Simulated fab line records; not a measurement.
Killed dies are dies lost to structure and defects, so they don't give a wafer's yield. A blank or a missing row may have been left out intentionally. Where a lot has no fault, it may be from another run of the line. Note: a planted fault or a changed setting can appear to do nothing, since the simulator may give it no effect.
What tool caused it? | flow berkeley_cmos170 | 42 wafers from 14 lots sampled at 4 of the route's 331 steps

## WHAT EACH GAUGE READ, for each wafer
UCB170_M3_RS_MEAS_02: measures by four-point-probe.
lot  | measured     | on            | M3_AL_RS (ohm/sq)
L837 | day 9 15:59  | film_metro-04 | 0.0319 0.0322 0.0319
L838 | day 9 18:07  | film_metro-02 | 0.0320 0.0324 0.0324
L836 | day 9 21:44  | film_metro-04 | 0.0318 0.0319 0.0320
L839 | day 9 20:07  | film_metro-03 | 0.0318 0.0316 0.0320
L840 | day 9 19:11  | film_metro-03 | 0.0320 0.0321 0.0322
L842 | day 10 07:28 | film_metro-03 | 0.0319 0.0320 0.0322
L843 | day 10 08:03 | film_metro-04 | 0.0321 0.0320 0.0320
L844 | day 11 03:02 | film_metro-04 | 0.0326 0.0326 0.0327
L845 | day 11 02:47 | film_metro-03 | 0.0319 0.0320 0.0321
L846 | day 11 17:07 | film_metro-02 | 0.0316 0.0315 0.0316
L850 | day 12 05:54 | film_metro-03 | 0.0325 0.0324 0.0325
L851 | day 12 05:11 | film_metro-03 | 0.0320 0.0323 0.0322
L857 | day 13 15:59 | film_metro-03 | 0.0325 0.0325 0.0326
L858 | day 13 22:44 | film_metro-02 | 0.0329 0.0327 0.0325

UCB170_M3_CD_MEAS_90: target cd 700 nm.
lot  | measured     | on        | cd_nm (nm)
L837 | day 9 19:31  | cd_sem-02 | 701.9 703.2 703.0
L838 | day 9 20:51  | cd_sem-02 | 697.4 696.6 694.3
L836 | day 10 00:15 | cd_sem-02 | 700.4 695.5 701.1
L839 | day 9 22:46  | cd_sem-02 | 700.6 697.4 701.3
L840 | day 9 22:08  | cd_sem-02 | 701.6 698.1 701.9
L842 | day 10 09:56 | cd_sem-01 | 701.4 701.1 701.5
L843 | day 10 11:00 | cd_sem-02 | 700.6 699.0 697.3
L844 | day 11 07:40 | cd_sem-01 | 704.5 707.2 701.9
L845 | day 11 07:17 | cd_sem-02 | 701.8 701.2 703.6
L846 | day 12 00:29 | cd_sem-01 | 703.4 699.7 706.0
L850 | day 12 08:15 | cd_sem-01 | 702.9 702.7 702.2
L851 | day 12 08:01 | cd_sem-01 | 697.0 696.1 697.3
L857 | day 13 20:53 | cd_sem-01 | 701.0 700.5 703.4
L858 | day 14 01:24 | cd_sem-01 | 699.2 699.5 702.3

## WHAT TOOL EACH LOT RAN ON (gives the tool, then ch and the chambers of the sampled wafers, and finally the start)
lot  | UCB170_CONTACT_CVD_01       | UCB170_V2_CVD_00
L837 | lpcvd-02 ch 0, day 8 21:05  | pecvd-02 ch 0,2, day 9 13:05
L838 | lpcvd-01 ch 1, day 8 21:20  | pecvd-04 ch 1,2, day 9 15:03
L836 | lpcvd-02 ch 1, day 8 22:52  | pecvd-04 ch 0,1, day 9 18:55
L839 | lpcvd-02 ch 1, day 8 22:52  | pecvd-03 ch 0,1,2, day 9 16:34
L840 | lpcvd-02 ch 1, day 8 22:52  | pecvd-04 ch 0,1,2, day 9 15:32
L842 | lpcvd-01 ch 1, day 9 13:27  | pecvd-03 ch 0,1,2, day 10 04:54
L843 | lpcvd-01 ch 1, day 9 13:27  | pecvd-04 ch 0,1,2, day 10 05:31
L844 | lpcvd-01 ch 1, day 10 03:52 | pecvd-03 ch 0,1, day 10 22:29
L845 | lpcvd-02 ch 0, day 10 04:10 | pecvd-04 ch 0,2, day 10 22:07
L846 | lpcvd-01 ch 1, day 10 21:23 | pecvd-03 ch 1,2, day 11 14:07
L850 | lpcvd-01 ch 1, day 11 07:02 | pecvd-02 ch 0,1, day 12 01:49
L851 | lpcvd-01 ch 0, day 11 07:02 | pecvd-03 ch 1,2, day 12 01:34
L857 | lpcvd-02 ch 1, day 12 20:17 | pecvd-04 ch 0,1, day 13 12:45
L858 | lpcvd-02 ch 0, day 12 20:17 | pecvd-03 ch 0,1,2, day 13 19:49
- UCB170_CONTACT_CVD_01: deposits PSG from SiH4/O2/PH3, target thk 700 nm, time 2820 s.
- UCB170_V2_CVD_00: deposits SiO2 from TEOS/O2, target thk 2000 nm, time 250 s.

## WHAT THE TOOLS THEMSELVES READ (means of the sampled wafers that have a number; where no wafer has one, the mark that the record gives instead)
UCB170_V2_CVD_00.
lot  | tool     | heater_power_w (W)
L837 | pecvd-02 | 233
L838 | pecvd-04 | 289
L836 | pecvd-04 | 302
L839 | pecvd-03 | 295
L840 | pecvd-04 | 288
L842 | pecvd-03 | 268
L843 | pecvd-04 | 258
L844 | pecvd-03 | 233
L845 | pecvd-04 | 291
L846 | pecvd-03 | 264
L850 | pecvd-02 | 291
L851 | pecvd-03 | 288
L857 | pecvd-04 | 322
L858 | pecvd-03 | 286

## THE ANSWER, worked out from the rows above alone
Rule: the usual values come from the lots themselves. The widest of any qualifying gaps counts: lots, ordered by their means at a reading, are off when they make up no more than a third of the lots, leave a main group of 4 or more, and stand apart from it by 3 or more times the standard deviation of that group's means. The tables above print the reading to a certain number of digits; a main group whose means all agree to those digits is not used. A lot without any number at a reading at which 4 lots or more have one is off too. The other lots that the step has rows for count as sound. After the gauges, taken in route order, come the tools' own readings; for these a lot's mean is taken, as printed above. The first step at which some lot is off is used, and at that step the reading that is off furthest; a lot without a number counts as furthest.
Across all readings shown, no lot is off: no conclusion can be drawn from this.

## WHAT THE SIMULATOR PUT IN
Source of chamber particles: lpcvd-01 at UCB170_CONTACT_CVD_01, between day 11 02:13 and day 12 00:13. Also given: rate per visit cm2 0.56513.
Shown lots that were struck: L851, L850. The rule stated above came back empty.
